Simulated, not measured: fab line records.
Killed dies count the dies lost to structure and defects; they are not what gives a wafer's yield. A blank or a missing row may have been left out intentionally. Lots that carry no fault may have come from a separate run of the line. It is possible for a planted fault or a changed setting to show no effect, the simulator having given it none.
Which tool was responsible? | flow berkeley_cmos170 | 14 lots, 42 wafers sampled, at 4 steps of a route of 331

== WHAT THE GAUGES SHOWED, per wafer ==
UCB170_PWELL_TW_MEAS_17. Usual: for PWELL_TW the level is 382.2 and the standard deviation is 2.9.
lot  | measured    | on            | PWELL_TW          | flag
L561 | day 3 01:34 | film_metro-01 | 379.7 379.8 379.7 |
L562 | day 3 06:14 | film_metro-01 | 380.0 380.0 381.9 |
L563 | day 3 23:09 | film_metro-03 | 386.3 385.1 386.6 |
L565 | day 4 01:02 | film_metro-02 | 379.3 381.5 379.5 |
L564 | day 4 01:14 | film_metro-01 | 382.9 378.3 380.1 |
L566 | day 4 11:10 | film_metro-03 | 386.5 384.9 384.4 |
L569 | day 5 04:16 | film_metro-01 | 380.3 381.7 378.4 |
L574 | day 5 13:20 | film_metro-01 | 359.0 360.4 360.1 | OFF
L576 | day 6 07:04 | film_metro-02 | 360.9 361.0 360.5 | OFF
L577 | day 6 07:08 | film_metro-01 | 381.1 379.8 379.6 |
L578 | day 6 11:34 | film_metro-01 | 381.0 380.4 381.7 |
L581 | day 6 22:36 | film_metro-03 | 388.3 386.4 386.4 |
L584 | day 7 12:32 | film_metro-01 | 383.5 383.7 383.3 |
L583 | day 7 12:50 | film_metro-02 | 382.2 383.4 382.5 |

UCB170_PLDD_CD_MEAS_06: the cd target is 1200 nm. Usual: cd_nm at 1200.2 nm, with a standard deviation of 1.4.
lot  | measured     | on        | cd_nm (nm)           | flag
L561 | day 5 23:43  | cd_sem-01 | 1199.7 1200.1 1201.7 |
L562 | day 5 23:31  | cd_sem-02 | 1196.6 1198.2 1197.2 |
L563 | day 6 19:47  | cd_sem-02 | 1201.4 1202.8 1200.3 |
L565 | day 7 06:11  | cd_sem-01 | 1201.7 1201.4 1202.3 |
L564 | day 7 06:46  | cd_sem-02 | 1201.3 1200.6 1200.6 |
L566 | day 7 06:28  | cd_sem-01 | 1201.0 1200.1 1200.5 |
L569 | day 7 19:10  | cd_sem-02 | 1199.7 1199.8 1199.2 |
L574 | day 8 11:55  | cd_sem-01 | 1197.9 1198.7 1199.4 |
L576 | day 9 12:11  | cd_sem-01 | 1201.6 1200.8 1200.2 |
L577 | day 9 11:50  | cd_sem-01 | 1200.3 1199.5 1200.8 |
L578 | day 9 21:12  | cd_sem-01 | 1201.2 1200.7 1201.4 |
L581 | day 10 01:40 | cd_sem-02 | 1199.7 1200.8 1198.6 |
L584 | day 10 11:45 | cd_sem-02 | 1198.0 1198.5 1197.7 |
L583 | day 10 11:28 | cd_sem-01 | 1202.9 1203.4 1201.7 |

== WHAT TOOL EACH LOT RAN ON (gives the tool, then ch and the chambers of the sampled wafers, and finally the start) ==
lot  | UCB170_PWELL_IMPLANT_15        | UCB170_PVT_STRIP_08
L561 | implanter-04 ch 0, day 3 01:16 | plasma_asher-04 ch 0,1, day 5 11:57
L562 | implanter-01 ch 0, day 3 06:01 | plasma_asher-01 ch 0,1, day 5 11:57
L563 | implanter-04 ch 0, day 3 22:55 | plasma_asher-01 ch 0,1, day 6 05:54
L565 | implanter-04 ch 0, day 4 00:47 | plasma_asher-01 ch 0,1, day 6 17:20
L564 | implanter-01 ch 0, day 4 01:01 | plasma_asher-03 ch 0,1, day 6 17:16
L566 | implanter-03 ch 0, day 4 10:55 | plasma_asher-01 ch 0,1, day 6 19:05
L569 | implanter-04 ch 0, day 5 04:02 | plasma_asher-01 ch 0,1, day 7 04:59
L574 | implanter-04 ch 0, day 5 13:06 | plasma_asher-04 ch 0,1, day 7 21:41
L576 | implanter-04 ch 0, day 6 06:46 | plasma_asher-03 ch 0,1, day 8 19:50
L577 | implanter-01 ch 0, day 6 06:55 | plasma_asher-01 ch 0,1, day 8 20:08
L578 | implanter-03 ch 0, day 6 11:19 | plasma_asher-03 ch 1, day 9 08:37
L581 | implanter-03 ch 0, day 6 22:22 | plasma_asher-01 ch 0,1, day 9 11:48
L584 | implanter-03 ch 0, day 7 12:19 | plasma_asher-01 ch 0,1, day 9 23:09
L583 | implanter-01 ch 0, day 7 12:35 | plasma_asher-04 ch 0,1, day 10 00:23
- UCB170_PWELL_IMPLANT_15
- UCB170_PVT_STRIP_08: strips in O2.

== WHAT THE TOOLS THEMSELVES READ (means of the sampled wafers that have a number; where no wafer has one, the mark that the record gives instead) ==
UCB170_PWELL_IMPLANT_15. Usual: beam_energy_keV at 60.000, with a standard deviation of 0.018.
lot  | tool         | beam_energy_keV | flag
L561 | implanter-04 | 60.029          |
L562 | implanter-01 | 59.994          |
L563 | implanter-04 | 59.981          |
L565 | implanter-04 | 60.011          |
L564 | implanter-01 | 60.024          |
L566 | implanter-03 | 60.000          |
L569 | implanter-04 | 59.996          |
L574 | implanter-04 | 42.009          | OFF
L576 | implanter-04 | 42.005          | OFF
L577 | implanter-01 | 59.996          |
L578 | implanter-03 | 60.002          |
L581 | implanter-03 | 59.991          |
L584 | implanter-03 | 59.986          |
L583 | implanter-01 | 60.005          |

UCB170_PVT_STRIP_08. Usual: drypump_motor_current_A 5.84 A, standard deviation 0.2; oes_product_au 0.734 a.u., standard deviation 0.0049; strip_time_to_endpoint_s 21.62 s, standard deviation 0.062.
lot  | tool            | drypump_motor_current_A (A) | oes_product_au (a.u.) | strip_time_to_endpoint_s (s) | flag
L561 | plasma_asher-04 | 5.91                        | 0.735                 | 21.56                        |
L562 | plasma_asher-01 | 5.79                        | 0.736                 | 21.67                        |
L563 | plasma_asher-01 | 5.66                        | 0.731                 | 21.63                        |
L565 | plasma_asher-01 | 5.77                        | 0.740                 | 21.68                        |
L564 | plasma_asher-03 | 5.83                        | 0.733                 | 21.64                        |
L566 | plasma_asher-01 | 5.67                        | 0.734                 | 21.68                        |
L569 | plasma_asher-01 | 5.78                        | 0.729                 | 21.67                        |
L574 | plasma_asher-04 | 5.98                        | 0.734                 | 21.57                        |
L576 | plasma_asher-03 | 5.99                        | 0.734                 | 21.59                        |
L577 | plasma_asher-01 | 5.68                        | 0.733                 | 21.71                        |
L578 | plasma_asher-03 | 5.65                        | 0.731                 | 21.69                        |
L581 | plasma_asher-01 | 5.67                        | 0.736                 | 21.65                        |
L584 | plasma_asher-01 | 5.78                        | 0.736                 | 21.54                        |
L583 | plasma_asher-04 | 5.98                        | 0.733                 | 21.59                        |

== THE ANSWER, worked out from the rows above alone ==
Rule: a lot counts as off when the mean over its wafers that have a number is more than 3 standard deviations away from the usual mean. A lot without any number at a reading at which 4 lots or more have one is off too. All remaining lots with rows at the step are treated as sound. First the gauges in route order, then the tools' own readings, where a lot's mean is used as printed above. The first step at which some lot is off is used, and at that step the reading that is off furthest; a lot without a number counts as furthest.
Off: L574, L576, seen at UCB170_PWELL_TW_MEAS_17 (PWELL_TW).
If a tool, at a process step before that reading, ran all the lots that are off and no sound lot after the first of them, it fits. The gauges at UCB170_PWELL_TW_MEAS_17 aren't tried: what is off there is off at UCB170_PWELL_IMPLANT_15 too, on other tools, and a gauge's error can't cause that. One candidate fits, namely implanter-04 at UCB170_PWELL_IMPLANT_15. Its last sound lot is L569 (day 5 04:02), its first lot that is off L574 (day 5 13:06): a fault that began between those two fits.
On the lots that are off, the tool's own readings at UCB170_PWELL_IMPLANT_15 differ by more than 5 times the standard deviation of the sound lots' means, which bears it out; beam_energy_keV reads 42.007 there versus 60.001 on the sound lots.

== WHAT THE SIMULATOR PUT IN ==
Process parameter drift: implanter-04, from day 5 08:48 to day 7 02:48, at UCB170_PWELL_IMPLANT_15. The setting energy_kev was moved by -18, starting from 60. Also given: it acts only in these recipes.
Struck lots among those shown: L574, L576. Same finding as the rule above.
